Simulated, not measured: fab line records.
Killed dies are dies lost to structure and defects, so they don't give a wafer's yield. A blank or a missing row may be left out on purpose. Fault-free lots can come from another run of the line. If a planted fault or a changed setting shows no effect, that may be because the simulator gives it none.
Split-lot trial | flow berkeley-cmos170 | 23 wafers read across 5 lots, on a route 331 steps long

## THE SPLIT
At UCB170_PWELL_CVD_05 (deposits Si3N4 from SiH2Cl2/NH3, target thk 220 nm, time 3300 s), the setting pressure-mtorr was moved away from the recipe's 200 mTorr on 20 of the 23 wafers read, by -14.0% to +10.7%. This setting was run at the recipe's value on the other wafers.

Split to reading: the file shows no intervening step.

## THE READING
Values of PWELL_NITRIDE_THK in nm from UCB170_PWELL_THK_MEAS_06. On this fab line, fault-free wafers typically give 219.2 nm with a standard deviation of 2 nm.

wafer  | tool, chamber at the split | pressure-mtorr as run, mTorr | against the recipe | PWELL_NITRIDE_THK, nm | against lot-mates on the recipe
L076.1 | -, -                       | 172                          | -14.0%             | 210.8                 | no lot-mate on the recipe
L076.2 | -, -                       | 172                          | -14.0%             | 210.7                 | no lot-mate on the recipe
L076.3 | -, -                       | 172                          | -14.0%             | 212.7                 | no lot-mate on the recipe
L076.5 | -, -                       | 172                          | -14.0%             | 212.6                 | no lot-mate on the recipe
L076.6 | -, -                       | 172                          | -14.0%             | 212.5                 | no lot-mate on the recipe
L075.2 | lpcvd-01, 1                | 200                          | recipe             | 218.7                 | -
L075.5 | lpcvd-01, 1                | 200                          | recipe             | 217.8                 | -
L075.6 | lpcvd-01, 1                | 200                          | recipe             | 220.3                 | -
L081.1 | -, -                       | 184.2                        | -7.9%              | 215.1                 | no lot-mate on the recipe
L081.3 | -, -                       | 184.2                        | -7.9%              | 214.2                 | no lot-mate on the recipe
L081.4 | -, -                       | 184.2                        | -7.9%              | 216.0                 | no lot-mate on the recipe
L081.5 | -, -                       | 184.2                        | -7.9%              | 215.4                 | no lot-mate on the recipe
L081.6 | -, -                       | 184.2                        | -7.9%              | 215.7                 | no lot-mate on the recipe
L083.1 | -, -                       | 213.6                        | +6.8%              | 223.0                 | no lot-mate on the recipe
L083.2 | -, -                       | 213.6                        | +6.8%              | 224.4                 | no lot-mate on the recipe
L083.3 | -, -                       | 213.6                        | +6.8%              | 222.7                 | no lot-mate on the recipe
L083.4 | -, -                       | 213.6                        | +6.8%              | 224.2                 | no lot-mate on the recipe
L083.6 | -, -                       | 213.6                        | +6.8%              | 224.8                 | no lot-mate on the recipe
L084.2 | -, -                       | 221.4                        | +10.7%             | 226.9                 | no lot-mate on the recipe
L084.3 | -, -                       | 221.4                        | +10.7%             | 226.6                 | no lot-mate on the recipe
L084.4 | -, -                       | 221.4                        | +10.7%             | 224.7                 | no lot-mate on the recipe
L084.5 | -, -                       | 221.4                        | +10.7%             | 225.7                 | no lot-mate on the recipe
L084.6 | -, -                       | 221.4                        | +10.7%             | 225.7                 | no lot-mate on the recipe

THE FIT
A straight line over all 23 wafers: PWELL_NITRIDE_THK changes by +0.571 nm for each +1% of pressure-mtorr; r = +0.99; the points scatter about the line by 0.92 nm.
Too few moved wafers have a lot-mate on the recipe to fit a line with each lot's own level taken away.

## THE WHOLE CHAIN: every reading that the file lists as answering this split, in the file's order
step                     | what it does                                                               | reading                                                                       | change (the file's fit)               | r (the file's)
UCB170_PWELL_CVD_05      | deposits Si3N4 from SiH2Cl2/NH3, target thk 220 nm, time 3300 s            | Si3N4_of_PWELL_CVD_05.thk-nm (the simulator's own value, which no gauge read) | +0.574 nm for each +1% of the setting | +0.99
UCB170_PWELL_THK_MEAS_06 |                                                                            | PWELL_NITRIDE_THK                                                             | +0.571 for each +1% of the setting    | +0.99
UCB170_PWELL_ETCH_14     | etches Si3N4 in CH3F/Ar/O2, stops on SiO2, target depth 242 nm, time 151 s | etch.depth-nm (the simulator's own value, which no gauge read)                | +0.574 nm for each +1% of the setting | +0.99

## THE FILE'S OWN FIT
PWELL_NITRIDE_THK changes by +0.571 nm for each +1% of pressure-mtorr, r = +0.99.
